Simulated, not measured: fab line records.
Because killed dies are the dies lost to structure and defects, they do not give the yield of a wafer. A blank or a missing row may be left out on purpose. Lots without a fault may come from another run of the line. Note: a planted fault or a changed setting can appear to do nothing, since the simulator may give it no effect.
A lot that was struck, set against a sound lot || flow rit-cmos || 15 out of 202 route steps
Sound: wafers L682.3, L682.4, L682.6. Struck: wafers L696.1, L696.6. (L696.2 of the same lot was not struck and is left out.) The cause comes at the end.
Per side, at each step with rows, come the tool, then ch with its chambers, and then its first start. Under that, the readings that differ: sound wafers || struck wafers || difference of the means || sigmas: that difference in standard deviations of wafers without a fault.
alike: same words and numbers on both sides, and readings whose means sit less than 2 such deviations apart. not compared: any withheld reading, any reading some wafer has no value for, any bound like >300 that may hide the same value, and any number with overlapping values for which the record gives no deviation.
A row with sigmas, a row that says differs or no value, or rows on one side alone: a step with any of these is where the two part. When numbers do not overlap yet have no deviation, they are printed without sigmas and do not part them. Lack of a reading on every wafer of one side parts them only where that side has two or more wafers.

RIT_SILICIDE_RTA_06: time 10 s, ramp up 5 s, ramp down 10 s.
  sound on rtp-anneal-01 ch 0, day 3 11:58; struck on rtp-anneal-01 ch 0, day 6 10:59
  alike: wafer_temp_C_max
RIT_CONTACT_CVD_00: deposits SiO2 from TEOS, target thk 400 nm, time 61 s.
  sound on pecvd-01 ch 1,2, day 3 12:01; struck on pecvd-03 ch 0,1, day 6 11:04
  alike: heater-power-w
RIT_CONTACT_THK_MEAS_01:
  sound on film-metro-01, day 3 12:05; struck on film-metro-03, day 6 11:07
  alike: CONTACT_TEOS_THK
then, 6 steps without rows for these wafers: RIT_CONTACT_HMDS_02 (prime time 60 s); RIT_CONTACT_COAT_03 (resist thk 1000 nm); RIT_CONTACT_SOFTBAKE_04 (time 60 s); RIT_CONTACT_EXPOSE_05 (exposes mask M11, target cd 1000 nm); RIT_CONTACT_PEB_06; RIT_CONTACT_DEVELOP_07 (develop time 120 s).
RIT_CONTACT_CD_MEAS_08: target cd 1000 nm.
  sound on cd-sem-01, day 3 13:21; struck on cd-sem-02, day 6 12:17
  alike: cd-nm
RIT_CONTACT_OVL_MEAS_09:
  sound on overlay-01, day 3 13:26; struck on overlay-01, day 6 12:25
  alike: CONTACT_OVL
then, 1 step without rows for these wafers: RIT_CONTACT_HARDBAKE_10 (time 60 s).
RIT_CONTACT_ETCH_11: etches SiO2 in CHF3/CF4/Ar, stops on TiSi2, target depth 480 nm, time 320 s.
  sound on rie-diel-01 ch 0,2, day 3 13:37; struck on rie-diel-01 ch 2, day 6 12:36
{"reading": "over-etch-frac", "sound": "0.2 0.2 0.2", "struck": "0.38211 0.38211", "difference": "+0.18211", "sigmas": ""}
{"reading": "model.NOVOLAK_of_CONTACT_COAT_03.thk-nm (nm)", "sound": "763.4 762.9 764", "struck": "742.6 742.6", "difference": -20.8, "sigmas": ""}
  alike: drypump-motor-current-A, oes-product-au, throttle-valve-pct
  not compared: rf-hours-counter-h
RIT_CONTACT_STRIP_12: strips in O2, time 180 s.
  sound on plasma-asher-02 ch 0,1, day 3 13:52; struck on plasma-asher-02 ch 0,1, day 6 12:47
  alike: drypump-motor-current-A
  not compared: rf-hours-counter-h
RIT_M1_PROBE_99:
  sound on prober-02, day 3 18:41; struck on prober-01, day 6 17:34
{"reading": "killed-open", "sound": "3 1 1", "struck": "5 6", "difference": "+4", "sigmas": "+2"}
{"reading": "model.etest.nmos_0p15.junction-log10-a-um", "sound": "-13.59 -13.29 -13.29", "struck": "-12.96 -13.11", "difference": "+0.35", "sigmas": ""}
{"reading": "model.etest.nmos-narrow.off-log10-a-um", "sound": "-13.11 -13.21 -13.19", "struck": "-12.93 -13.04", "difference": "+0.19", "sigmas": ""}
{"reading": "model.etest.nmos_0p3.off-log10-a-um", "sound": "-12.92 -13.15 -13.12", "struck": "-12.83 -12.89", "difference": "+0.20", "sigmas": ""}
{"reading": "model.etest.pmos_0p15.junction-log10-a-um", "sound": "-13.86 -13.85 -13.85", "struck": "-13.62 -13.66", "difference": "+0.21", "sigmas": ""}
{"reading": "model.etest.antenna-contact.vt-shift-v (V)", "sound": "-0.009057 -0.01328 -0.01076", "struck": "-0.0258 -0.01849", "difference": -0.0111, "sigmas": ""}
  alike: killed-at-front-end, killed-dies, killed-short
  not compared: model.etest.gate-end-array.leak-log10-a-um

## WHERE THEY PART
Only at RIT_M1_PROBE_99, as far as this record shows.

WHY: whatever the simulator had introduced
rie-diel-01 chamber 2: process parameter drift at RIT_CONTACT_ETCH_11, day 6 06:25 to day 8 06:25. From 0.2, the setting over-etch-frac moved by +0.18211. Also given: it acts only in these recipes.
